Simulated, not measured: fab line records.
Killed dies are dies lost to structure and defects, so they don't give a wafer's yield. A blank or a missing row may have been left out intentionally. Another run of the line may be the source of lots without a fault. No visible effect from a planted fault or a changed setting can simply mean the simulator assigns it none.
Struck lot and sound lot, side by side    flow berkeley cmos170    14 out of 331 route steps
Sound: wafers L561.1, L561.3, L561.5. Struck: wafers L568.1, L568.3, L568.5. Last of all comes the cause.
Order at every step that has rows: each side's tool, ch and its chambers, its first start. Under that, the readings that differ: sound wafers    struck wafers    difference of the means    sigmas: that difference in standard deviations of wafers without a fault.
alike: readings with means less than 2 such deviations apart, plus words and numbers identical on both sides. not compared: withheld readings, readings lacking a value on some wafer, bounds such as >300 that could conceal the same value, and numbers that have no deviation in the record and whose values overlap.
A row with sigmas, a row that says differs or no value, or rows on one side alone: a step with any of these is where the two part. Non-overlapping numbers with no deviation appear without sigmas and do not part them. A reading missing from all wafers of one side parts the sides only when that side holds two or more wafers.

first, 2 steps without rows for these wafers: UCB170_NWELL_PEB_10; UCB170_NWELL_DEVELOP_11 (develop time 45 s).
UCB170_NWELL_OVL_MEAS_12:
  sound on overlay-02 at day 2 20:29; struck on overlay-02 at day 4 11:14
  alike: NWELL_OVL
UCB170_NWELL_ETCH_13: etches Si3N4 in CH3F/Ar/O2, stops on SiO2, target depth 246.4 nm, time 154 s.
  sound on rie diel-04 ch 1,2,3, day 2 20:31; struck on rie diel-03 ch 0,1,2, day 4 11:16
  alike: CH3F_flow_sccm, drypump motor current A, oes product au, throttle valve pct
  not compared: rf hours counter h
after that, 1 step had no rows for these wafers: UCB170_NWELL_IMPLANT_14.
UCB170_NWELL_STRIP_15: strips in O2.
  sound on plasma asher-01 ch 0,1, day 2 20:46; struck on plasma asher-01 ch 0,1, day 4 11:31
  alike: drypump motor current A, oes product au, strip time to endpoint s
  not compared: rf hours counter h
UCB170_NWELL_TW_MEAS_16:
  sound on film metro-02 at day 2 20:52; struck on film metro-01 at day 4 11:37
  alike: NWELL_TW
then, 5 steps without rows for these wafers: UCB170_NWELL_CLEAN_17 (cleans in SPM, time 600 s); UCB170_NWELL_WET_ETCH_18 (etches Si3N4 in H3PO4, time 14400 s); UCB170_NWELL_WET_ETCH_19 (etches SiO2 in BOE, time 22 s); UCB170_PWELL_CLEAN_00 (cleans in SPM, time 600 s); UCB170_PWELL_CLEAN_01 (cleans in dHF, time 60 s).
UCB170_PWELL_OXIDATION_02: target thk 26.4 nm, ox time 1260 s.
  sound on furnace-02 ch 0, day 3 04:29; struck on furnace-01, day 4 19:56
  no value came back on the struck wafers for ox temp c (C), ox temp c max, zone power centre pct (%); on the sound wafers ox temp c (C) reads 1000.3 1000.4 999.9
then, 1 step without rows for these wafers: UCB170_PWELL_ANNEAL_04 (time 900 s).

WHERE THEY PART
Only at UCB170_PWELL_OXIDATION_02, within this record.

WHY: whatever the simulator had introduced
At UCB170_PWELL_OXIDATION_02, the step was skipped entirely on furnace-01 from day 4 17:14 on. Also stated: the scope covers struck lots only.
